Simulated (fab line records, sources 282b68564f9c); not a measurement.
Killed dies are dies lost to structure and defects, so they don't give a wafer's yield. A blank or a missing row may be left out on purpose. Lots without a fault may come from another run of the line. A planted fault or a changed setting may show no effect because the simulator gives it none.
fab line records | flow rit_cmos
record lots=13 wafers=39 last_day=7
route steps=202 shown FOX2@25
lots that met no fault: from a run of the same line without faults
start_h: hours from the record's first day to the start of the lot's first wafer shown | wait_h: hours since the lot's step before | " the same as in the row above | L1.1+2: a row that stands for several wafers | - no value, or no start given | * or withheld: withheld | < > ~ a bound
route shown NAME@n: a module of which the file shows steps, and the number in the route of the first | usual: mean/standard deviation of fault-free wafers | same: alike in all rows | chamber/n: place in a boat | sites: the reading at each site | _std_site: their standard deviation | _edge_site: outer sites' mean less inner sites' | radius_mm: how far each site lies from the wafer's centre | mask NAME#n: copy n | behind: the tool/chamber that last shaped the wafer | hold: why the lot was held/for how many hours/how that ended | device: the transistor (n, p or np) that didn't switch | end of line: the same wafers' tests at the end of the route | a step without rows: its recipe alone | killed: dies lost to structure and defects at the first sort, not the wafer's yield | map: a wafer's dies, x killed, . not, _ none there
set.NAME: the setting as run; set.NAME@STEP: as run at that earlier step | model.NAME: the simulator's own value behind a step, which no gauge read
steps of the route over a sample of lots; a table a step, a row a wafer
services: from which hour (start_h, from the record's first day; less than 0 if before it) a tool's chamber was out of use, for how many hours, and why
## steps
# step RIT_FOX2_CLEAN_02
# recipe chemistry=dHF dilution=50:1 time_s=180
# usual run_length_s=208/3.6
# columns lot.wafer tool chamber start_h wait_h run_length_s
L290.2 wet_bench-04 1 20.01 0.0 207
L290.5 " 1 " " 207
L290.6 " 1 " " 207
L291.1 wet_bench-04 3 28.82 0.1 205
L291.4 " 3 " " 205
L291.6 " 3 " " 205
L292.2 wet_bench-02 2 29.42 0.1 206
L292.5 " 2 " " 206
L292.6 " 2 " " 206
L293.2 wet_bench-04 0 39.86 0.0 207
L293.3 " 0 " " 207
L293.6 " 0 " " 207
L294.1 wet_bench-01 1 43.03 0.1 212
L294.2 " 1 " " 212
L294.6 " 1 " " 212
L296.1 wet_bench-02 0 50.43 0.1 212
L296.4 " 0 " " 212
L296.6 " 0 " " 212
L298.1 wet_bench-02 0 60.82 0.1 572
L298.2 " 0 " " 572
L298.3 " 0 " " 572
L300.1 wet_bench-01 0 70.40 0.1 206
L300.2 " 0 " " 206
L300.4 " 0 " " 206
L303.2 wet_bench-04 3 84.69 0.0 206
L303.3 " 3 " " 206
L303.4 " 3 " " 206
L308.1 wet_bench-04 2 109.22 0.1 205
L308.3 " 2 " " 205
L308.5 " 2 " " 205
L309.1 wet_bench-01 2 115.22 0.1 213
L309.4 " 2 " " 213
L309.6 " 2 " " 213
L310.2 wet_bench-04 2 119.50 0.0 203
L310.3 " 2 " " 203
L310.5 " 2 " " 203
L311.2 wet_bench-04 3 125.70 0.0 214
L311.4 " 3 " " 214
L311.6 " 3 " " 214
# step RIT_FOX2_THK_MEAS_90
# recipe reads=SiO2_of_FOX2_OXIDATION_00
# usual FIELD_OXIDE_LEFT_1_THK=323/6.5
# columns lot.wafer tool chamber start_h wait_h FIELD_OXIDE_LEFT_1_THK[nm]
L290.2 film_metro-01 - 20.84 0.0 328
L290.5 " - " " 326
L290.6 " - " " 327
L291.1 film_metro-03 - 29.64 0.0 332
L291.4 " - " " 325
L291.6 " - " " 329
L292.2 film_metro-01 - 30.25 0.0 322
L292.5 " - " " 324
L292.6 " - " " 322
L293.2 film_metro-04 - 40.69 0.0 323
L293.3 " - " " 326
L293.6 " - " " 320
L294.1 film_metro-01 - 43.85 0.0 320
L294.2 " - " " 328
L294.6 " - " " 320
L296.1 film_metro-01 - 51.27 0.0 316
L296.4 " - " " 313
L296.6 " - " " 321
L298.1 film_metro-04 - 61.64 0.0 292
L298.2 " - " " 288
L298.3 " - " " 285
L300.1 film_metro-01 - 71.29 0.0 334
L300.2 " - " " 332
L300.4 " - " " 337
L303.2 film_metro-04 - 85.58 0.0 323
L303.3 " - " " 325
L303.4 " - " " 326
L308.1 film_metro-04 - 110.04 0.0 329
L308.3 " - " " 323
L308.5 " - " " 326
L309.1 film_metro-01 - 116.04 0.0 334
L309.4 " - " " 334
L309.6 " - " " 330
L310.2 film_metro-03 - 120.32 0.0 325
L310.3 " - " " 330
L310.5 " - " " 331
L311.2 film_metro-04 - 126.60 0.0 328
L311.4 " - " " 332
L311.6 " - " " 336
# step RIT_FOX2_THK_MEAS_91
# recipe reads=SiO2_of_FOX2_OXIDATION_00
# usual FIELD_OXIDE_LEFT_2_THK=255/6.5
# columns lot.wafer tool chamber start_h wait_h FIELD_OXIDE_LEFT_2_THK[nm]
L290.2 film_metro-01 - 35.16 0.0 261
L290.5 " - " " 259
L290.6 " - " " 260
L291.1 film_metro-04 - 42.52 0.0 264
L291.4 " - " " 257
L291.6 " - " " 261
L292.2 film_metro-03 - 43.81 0.0 255
L292.5 " - " " 257
L292.6 " - " " 255
L293.2 film_metro-01 - 53.22 0.0 255
L293.3 " - " " 258
L293.6 " - " " 252
L294.1 film_metro-03 - 57.87 0.0 252
L294.2 " - " " 260
L294.6 " - " " 252
L296.1 film_metro-01 - 63.79 0.0 248
L296.4 " - " " 244
L296.6 " - " " 253
L298.1 film_metro-04 - 75.09 0.0 225
L298.2 " - " " 221
L298.3 " - " " 217
L300.1 film_metro-03 - 84.14 0.0 266
L300.2 " - " " 264
L300.4 " - " " 269
L303.2 film_metro-04 - 99.50 0.0 254
L303.3 " - " " 257
L303.4 " - " " 258
L308.1 film_metro-04 - 122.52 0.0 261
L308.3 " - " " 255
L308.5 " - " " 258
L309.1 film_metro-01 - 128.29 0.0 266
L309.4 " - " " 266
L309.6 " - " " 263
L310.2 film_metro-01 - 133.41 0.0 257
L310.3 " - " " 262
L310.5 " - " " 263
L311.2 film_metro-03 - 139.11 0.0 259
L311.4 " - " " 263
L311.6 " - " " 267
## services
# columns tool chamber start_h hours kind
wet_bench-01 - 119.27 2.1 repair
## key
first_sign step=RIT_FOX2_CLEAN_02 reading=run_length_s direction=up sigmas=99+ usual=* struck=*
effect step=RIT_FOX2_THK_MEAS_90 reading=FIELD_OXIDE_LEFT_1_THK direction=down sigmas=5.3 usual=323 struck=288
effect step=RIT_FOX2_THK_MEAS_91 reading=FIELD_OXIDE_LEFT_2_THK direction=down sigmas=5.2 usual=255 struck=221
met_at RIT_FOX2_CLEAN_02
struck_lots L298
struck_wafers L298.1,L298.2,L298.3
tester_left_out L298
onset_between 50.43 60.82
fault kind=process_parameter_drift tool=wet_bench-02 chamber=0 onset_h=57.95 steps=RIT_FOX2_CLEAN_02 channel=time_s offset=* shape=step end_h=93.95 acts_in=* stated=*
# tester_left_out: of these lots the tester's yield and bins aren't shown, on N5 and GAA mostly nor the transistor test; their killed dies are dies lost to structure and defects alone, not to doping, threshold or leakage, so they don't give the yield
